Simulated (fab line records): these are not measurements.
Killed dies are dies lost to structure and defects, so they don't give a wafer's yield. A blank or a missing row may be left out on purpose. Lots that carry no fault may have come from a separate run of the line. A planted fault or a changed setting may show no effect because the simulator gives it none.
A struck lot beside a sound one -- flow berkeley cmos170 -- 15 steps out of a route of 331
Sound: wafers L332.4, L332.5, L332.6. Wafers L337.3, L337.4, L337.6 were the ones struck. The cause is given at the end.
At each step with rows: each side's tool, then ch and its chambers, then its first start. Under that, the readings that differ: sound wafers -- struck wafers -- difference of the means -- sigmas: that difference in standard deviations of wafers without a fault.
alike: readings with means less than 2 such deviations apart, plus words and numbers identical on both sides. not compared: withheld readings, readings lacking a value on some wafer, bounds such as >300 that could conceal the same value, and numbers that have no deviation in the record and whose values overlap.
A row with sigmas, a row that says differs or no value, or rows on one side alone: a step with any of these is where the two part. Non-overlapping numbers with no deviation appear without sigmas and do not part them. A reading missing from all wafers of one side parts the sides only when that side holds two or more wafers.

UCB170_PLDD_CD_MEAS_06: the cd target is 1200 nm.
  sound on cd sem-02, day 7 20:01; struck on cd sem-01, day 8 09:56
  alike: cd nm
UCB170_PLDD_OVL_MEAS_07:
  sound on overlay-02, day 7 20:05; struck on overlay-01, day 8 10:02
  alike: PLDD_OVL
then, 2 steps without rows for these wafers: UCB170_PLDD_IMPLANT_08; UCB170_PLDD_IMPLANT_09.
UCB170_PLDD_STRIP_10: strips in O2.
  sound on plasma asher-02 ch 0,1, day 7 20:26; struck on plasma asher-04 ch 0,1, day 8 10:23
  alike: drypump motor current A, oes product au, strip time to endpoint s
  not compared: rf hours counter h
UCB170_PLDD_TW_MEAS_11:
  sound on film metro-04, day 7 20:32; struck on film metro-04, day 8 10:28
  alike: PLDD_TW
then, 6 steps without rows for these wafers: UCB170_PLDD_CLEAN_12 (cleans in SPM, time 600 s); UCB170_NLDD_HMDS_00 (prime time 60 s); UCB170_NLDD_COAT_01 (resist thk 900 nm); UCB170_NLDD_SOFTBAKE_02 (time 60 s); UCB170_NLDD_EXPOSE_03 (exposes mask NSELECT, target cd 1200 nm); UCB170_NLDD_PEB_04.
UCB170_NLDD_DEVELOP_05: develop time 45 s.
  sound on litho track-03 ch 0, day 7 21:00; struck on litho track-03 ch 0, day 8 12:00
reading,sound,struck,difference,sigmas
developer temp C (C),21.04 21.00 21.11,20.30 19.96 20.03,-0.95,-10
UCB170_NLDD_CD_MEAS_06: the cd target is 1200 nm.
  sound on cd sem-02, day 7 22:04; struck on cd sem-01, day 8 12:19
  alike: cd nm
UCB170_M3_PROBE_99:
  the record has rows for the sound wafers here (prober-01, day 9 08:22) and none for the struck ones

WHERE THEY PART
First at UCB170_NLDD_DEVELOP_05; last, within this record, at UCB170_M3_PROBE_99.

WHY: what had been put in by the simulator
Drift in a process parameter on litho track-03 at UCB170_NLDD_DEVELOP_05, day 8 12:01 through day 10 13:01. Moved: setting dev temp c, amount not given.
